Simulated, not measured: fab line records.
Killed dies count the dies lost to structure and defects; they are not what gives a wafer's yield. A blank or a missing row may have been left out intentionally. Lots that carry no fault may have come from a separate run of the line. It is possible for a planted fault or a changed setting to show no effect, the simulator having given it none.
Struck lot and sound lot, side by side | flow berkeley cmos170 | 15 out of 331 route steps
Sound: these wafers, L196.1, L196.3, L196.5. The struck wafers were L202.4, L202.5, L202.6. The cause comes at the end.
At each step with rows: each side's tool, then ch and its chambers, then its first start. Under that, the readings that differ: sound wafers | struck wafers | difference of the means | sigmas: that difference in standard deviations of wafers without a fault.
alike: same words and numbers on both sides, and readings whose means sit less than 2 such deviations apart. not compared: any withheld reading, any reading some wafer has no value for, any bound like >300 that may hide the same value, and any number with overlapping values for which the record gives no deviation.
The two part at a step that has a row with sigmas, a row that says differs or no value, or rows on one side only. Numbers that have no deviation but don't overlap get no sigmas and don't part them. Lack of a reading on every wafer of one side parts them only where that side has two or more wafers.

UCB170_V2_OVL_MEAS_13:
  struck on overlay-02, day 10 10:15; sound on overlay-02, day 8 19:22
  alike: V2_OVL
UCB170_V2_ETCH_14: etches SiO2 in CHF3/CF4/Ar, stops on Al, target depth 1250 nm, time 291 s.
  sound on rie diel-04 ch 1,2, day 8 19:24; struck on rie diel-04 ch 0,1,2, day 10 10:22
  alike: CHF3_flow_sccm, drypump motor current A, oes product au, throttle valve pct
  not compared: rf hours counter h
UCB170_V2_STRIP_15: strips in O2.
  sound on plasma asher-04 ch 0,1, day 8 19:35; struck on plasma asher-01 ch 0,1, day 10 10:29
  alike: chamber pressure mTorr, drypump motor current A, oes product au, strip time to endpoint s
  not compared: rf hours counter h
UCB170_V2_CD_MEAS_90 targets a cd of 700 nm.
  struck on cd sem-01, day 10 10:37; sound on cd sem-01, day 8 19:41
  alike: cd nm
then, 1 step without rows for these wafers: UCB170_M3_PRE_CLEAN_00 (preclean etch time 60 s).
UCB170_M3_SPUTTER_01: material Al, target thk 900 nm, time 120 s.
  struck on pvd sputter-01, day 10 10:44; sound on pvd sputter-03, day 8 19:52
  alike: chamber pressure pa, throttle valve pct
UCB170_M3_RS_MEAS_02: a four-point-probe measurement.
  struck on film metro-03, day 10 10:53; sound on film metro-01, day 8 19:57
  reading           | sound                | struck               | difference | sigmas
  M3_AL_RS (ohm/sq) | 0.0315 0.0315 0.0315 | 0.0327 0.0328 0.0329 | +0.0013    | +3
UCB170_M3_THK_MEAS_03: measures by xrf.
  struck on film metro-03, day 10 10:58; sound on film metro-01, day 8 20:04
  reading        | sound       | struck      | difference | sigmas
  M3_AL_THK (nm) | 899 896 895 | 865 863 867 | -32        | -2
then, 3 steps without rows for these wafers: UCB170_M3_HMDS_04 (prime time 60 s); UCB170_M3_COAT_05 (resist thk 900 nm); UCB170_M3_SOFTBAKE_06 (time 60 s).
UCB170_M3_STRIP_07: strips in O2.
  sound on plasma asher-04 ch 0,1, day 8 20:35; struck on plasma asher-03 ch 0,1, day 10 11:42
  alike: chamber pressure mTorr, drypump motor current A, oes product au, strip time to endpoint s
  not compared: rf hours counter h
UCB170_M3_STRIP_08: strips KrF in DMSO, time 600 s.
  sound on wet bench-02 ch 0, day 8 20:44; struck on wet bench-02 ch 1, day 10 11:48
  no value came back on the struck wafers for bath guard temp C (C), bath heat duty pct (%); on the sound wafers bath guard temp C (C) reads 80.4 80.6 80.9
next, for these wafers, 1 step has no rows: UCB170_M3_COAT_09.
UCB170_M3_PROBE_99:
  struck on prober-02, day 10 15:12; sound on prober-02, day 8 23:01
  reading                      | sound          | struck         | difference | sigmas
  model.etest.nldd.line ohm um | 1308 1283 1308 | 1246 1256 1266 | -44        |
  not compared: model.etest.nldd.rs ohm sq, model.etest.nmos_0p35.overlap ff um

## WHERE THEY PART
At UCB170_M3_RS_MEAS_02 first; at UCB170_M3_STRIP_08 last (within this record only).

WHY: whatever the simulator had introduced
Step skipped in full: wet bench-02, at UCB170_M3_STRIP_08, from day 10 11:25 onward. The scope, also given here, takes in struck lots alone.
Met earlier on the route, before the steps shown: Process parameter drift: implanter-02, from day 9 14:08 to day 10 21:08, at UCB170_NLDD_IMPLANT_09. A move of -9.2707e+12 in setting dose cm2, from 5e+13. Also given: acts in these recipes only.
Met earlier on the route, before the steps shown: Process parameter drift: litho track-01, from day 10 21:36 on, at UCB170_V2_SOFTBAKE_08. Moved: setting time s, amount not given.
